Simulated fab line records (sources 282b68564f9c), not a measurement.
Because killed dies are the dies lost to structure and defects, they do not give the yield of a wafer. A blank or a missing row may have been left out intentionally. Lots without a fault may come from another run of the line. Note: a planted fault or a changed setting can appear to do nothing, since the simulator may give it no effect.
Check of tool commonality / flow ritCmos / Lots sampled 14, wafers sampled 42

== REASON FOR OPENING ==
At RIT_PRETRO_TW_MEAS_10 the reading PRETRO_TW is flagged on 2 of 14 lots. Fault-free wafers read 478.5, with a standard deviation of 2.1.
Rule: a lot is flagged in two cases, either no wafer of it has a number, or all its wafers with numbers fall more than 4 standard deviations from that mean. The other lots count as sound.

lot=L599; measured=day 2 08:02; on=filmMetro-01; PRETRO_TW, wafer by wafer=475.7 479.4 480.0; flag=
lot=L602; measured=day 2 23:43; on=filmMetro-02; PRETRO_TW, wafer by wafer=476.8 477.5 478.5; flag=
lot=L603; measured=day 3 04:15; on=filmMetro-02; PRETRO_TW, wafer by wafer=478.4 478.9 478.8; flag=
lot=L606; measured=day 3 19:50; on=filmMetro-04; PRETRO_TW, wafer by wafer=480.6 482.4 481.5; flag=
lot=L607; measured=day 4 01:10; on=filmMetro-04; PRETRO_TW, wafer by wafer=479.9 482.5 480.0; flag=
lot=L608; measured=day 4 06:19; on=filmMetro-02; PRETRO_TW, wafer by wafer=477.5 476.8 477.6; flag=
lot=L609; measured=day 4 13:56; on=filmMetro-02; PRETRO_TW, wafer by wafer=478.0 477.0 475.3; flag=
lot=L610; measured=day 4 15:02; on=filmMetro-02; PRETRO_TW, wafer by wafer=479.0 479.7 477.7; flag=
lot=L611; measured=day 4 20:10; on=filmMetro-02; PRETRO_TW, wafer by wafer=474.6 479.2 478.0; flag=
lot=L614; measured=day 5 17:06; on=filmMetro-02; PRETRO_TW, wafer by wafer=455.2 455.6 455.2; flag=FLAGGED
lot=L616; measured=day 5 22:54; on=filmMetro-04; PRETRO_TW, wafer by wafer=460.2 460.3 458.9; flag=FLAGGED
lot=L618; measured=day 6 08:57; on=filmMetro-04; PRETRO_TW, wafer by wafer=479.1 480.8 479.8; flag=
lot=L621; measured=day 6 22:57; on=filmMetro-01; PRETRO_TW, wafer by wafer=478.9 479.6 477.9; flag=
lot=L622; measured=day 7 02:43; on=filmMetro-02; PRETRO_TW, wafer by wafer=473.1 475.2 477.4; flag=
Average over the flagged lots: 457.6; offset from the usual -20.9, equal to -10 standard deviations.

== WHICH TOOL RAN EACH LOT ==
The record keeps 1 process step preceding the reading, out of 202 steps on the route. Read each cell as the tool, then ch plus the chambers that the sampled wafers visited, then the start.
lot=L599; flag=; RIT_PRETRO_IMPLANT_08=implanter-03 ch 0, day 2 07:43
lot=L602; flag=; RIT_PRETRO_IMPLANT_08=implanter-03 ch 0, day 2 23:24
lot=L603; flag=; RIT_PRETRO_IMPLANT_08=implanter-03 ch 0, day 3 03:55
lot=L606; flag=; RIT_PRETRO_IMPLANT_08=implanter-03 ch 0, day 3 19:31
lot=L607; flag=; RIT_PRETRO_IMPLANT_08=implanter-01 ch 0, day 4 00:52
lot=L608; flag=; RIT_PRETRO_IMPLANT_08=implanter-03 ch 0, day 4 05:59
lot=L609; flag=; RIT_PRETRO_IMPLANT_08=implanter-02 ch 0, day 4 13:30
lot=L610; flag=; RIT_PRETRO_IMPLANT_08=implanter-03 ch 0, day 4 14:44
lot=L611; flag=; RIT_PRETRO_IMPLANT_08=implanter-03 ch 0, day 4 19:52
lot=L614; flag=FLAGGED; RIT_PRETRO_IMPLANT_08=implanter-03 ch 0, day 5 16:49
lot=L616; flag=FLAGGED; RIT_PRETRO_IMPLANT_08=implanter-03 ch 0, day 5 22:35
lot=L618; flag=; RIT_PRETRO_IMPLANT_08=implanter-02 ch 0, day 6 08:40
lot=L621; flag=; RIT_PRETRO_IMPLANT_08=implanter-02 ch 0, day 6 22:40
lot=L622; flag=; RIT_PRETRO_IMPLANT_08=implanter-02 ch 0, day 7 02:25
What is done by these steps:
- RIT_PRETRO_IMPLANT_08
- RIT_PRETRO_TW_MEAS_10

== FLAGGED AGAINST TOTAL, ONE TOOL AT A TIME (gauges that did the reading follow at the end) ==
step=RIT_PRETRO_IMPLANT_08; tool=implanter-01; lots run=1; flagged=0; share of the flagged lots=none; sound lots run after its first flagged lot=-
step=RIT_PRETRO_IMPLANT_08; tool=implanter-02; lots run=4; flagged=0; share of the flagged lots=none; sound lots run after its first flagged lot=-
step=RIT_PRETRO_IMPLANT_08; tool=implanter-03; lots run=9; flagged=2; share of the flagged lots=all; sound lots run after its first flagged lot=0
step=RIT_PRETRO_TW_MEAS_10; tool=filmMetro-01; lots run=2; flagged=0; share of the flagged lots=none; sound lots run after its first flagged lot=-
step=RIT_PRETRO_TW_MEAS_10; tool=filmMetro-02; lots run=8; flagged=1; share of the flagged lots=some; sound lots run after its first flagged lot=1 (L622)
step=RIT_PRETRO_TW_MEAS_10; tool=filmMetro-04; lots run=4; flagged=1; share of the flagged lots=some; sound lots run after its first flagged lot=1 (L618)

== THE TABLE: WHAT IT ALLOWS ==
Rows of the table that ran each flagged lot: 1, that is implanter-03 at RIT_PRETRO_IMPLANT_08.
- implanter-03 at RIT_PRETRO_IMPLANT_08: 2 of its 9 lots flagged. It ran its last sound lot, L611, at day 4 19:52 and its first flagged lot, L614, at day 5 16:49: a fault with its onset between the two fits. Its own readings lie more than 4 standard deviations out on every wafer of the flagged lots: beamEnergyKeV.
Just one tool remains: implanter-03 at RIT_PRETRO_IMPLANT_08.

== WHAT THE SIMULATOR HAD PUT IN ==
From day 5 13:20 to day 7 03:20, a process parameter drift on implanter-03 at RIT_PRETRO_IMPLANT_08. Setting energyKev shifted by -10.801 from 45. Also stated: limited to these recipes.
Shown lots that were struck: L614, L616. This agrees with what the rule above found.
